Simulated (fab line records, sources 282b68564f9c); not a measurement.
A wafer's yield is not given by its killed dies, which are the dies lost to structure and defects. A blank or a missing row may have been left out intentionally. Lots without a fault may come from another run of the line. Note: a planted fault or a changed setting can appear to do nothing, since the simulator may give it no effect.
8D (eight disciplines) problem report, filled in by code | flow rit-cmos | the parts of the form that need people (team, actions taken, sign-off) are left out

== 1. WHAT WENT WRONG ==
At RIT_M1_PROBE_99, killed-at-front-end averages 35.2 over 9 wafers from 3 lots, while fault-free wafers read 7.1, standard deviation 2.8. That puts it +10 standard deviations away from the usual mean.
The first sign was on wafer L426.2 at day 6 15:14, on prober-01. At this step, 9 wafers from 3 lots have a number in the record. The rule behind "out" and "out of limits": a value lying over 4 standard deviations away from the usual mean. The rest of the wafers with a number are treated as sound.

== 2. WHAT IT IS, WHAT IT ISN'T ==
question                    | is                               | is not
which readings at this step | killed-at-front-end, killed-dies | killed-at-contacts, killed-open, killed-short
which lots                  | L426, L427, L429                 | -
which wafers of those lots  | all that have a number           | -
read on which tools         | prober-01, prober-02             | -
when                        | from day 6 15:14                 | up to then (0 sound wafers)

== 3. WHAT RULES OUT EACH SUSPECT ==
Counting: any tool at a process step up to the reading is kept as a suspect provided that every lot that is out went through it and no sound lot did after the first of them.
- rie-diel-04 at RIT_ACTIVE_ETCH_13 (etches Si3N4 in SF6, stops on SiO2, time 210 s, target depth 210 nm): kept. It ran every lot that is out, first L426 (day 3 22:31), and no sound lot after that.
After counting, what remains is rie-diel-04 at RIT_ACTIVE_ETCH_13.

== 4. THE CAUSE (what the simulator had put in) ==
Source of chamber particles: rie-diel-04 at RIT_ACTIVE_ETCH_13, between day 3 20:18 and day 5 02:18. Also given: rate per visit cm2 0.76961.
Counting left only this tool.

== 5. THE CHAIN OF EFFECTS, in route order ==
Each row: a reading whose mean over the struck wafers that have a number lies more than 3 standard deviations from the usual. Only readings whose record carries a usual standard deviation are examined. hours: median over the lots of the time between each lot's start at the first step of this table that gives one and its start at this step. sigmas: the change, counted in usual standard deviations.
hours | step            | reading             | usual | on struck wafers | change | sigmas
0     | RIT_M1_PROBE_99 | killed-at-front-end | 7.1   | 35.2             | +28.1  | +10
0     | RIT_M1_PROBE_99 | killed-dies         | 7.1   | 35.2             | +28.1  | +9.7
Process steps it contains:
- RIT_M1_PROBE_99

== 6. WHAT WOULD HAVE CAUGHT IT SOONER ==
First out-of-limits reading in this record: day 6 15:14, which is 67 hours after fault onset at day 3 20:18.
Tool readings at RIT_ACTIVE_ETCH_13 with a usual standard deviation given in the record: none out on any struck wafer, hence no alarm at a limit of 4 standard deviations on them.
By day 6 15:14, every lot that is out (3) had started RIT_ACTIVE_ETCH_13 on rie-diel-04. Had the tool been put on hold then, not one of them would have been saved.
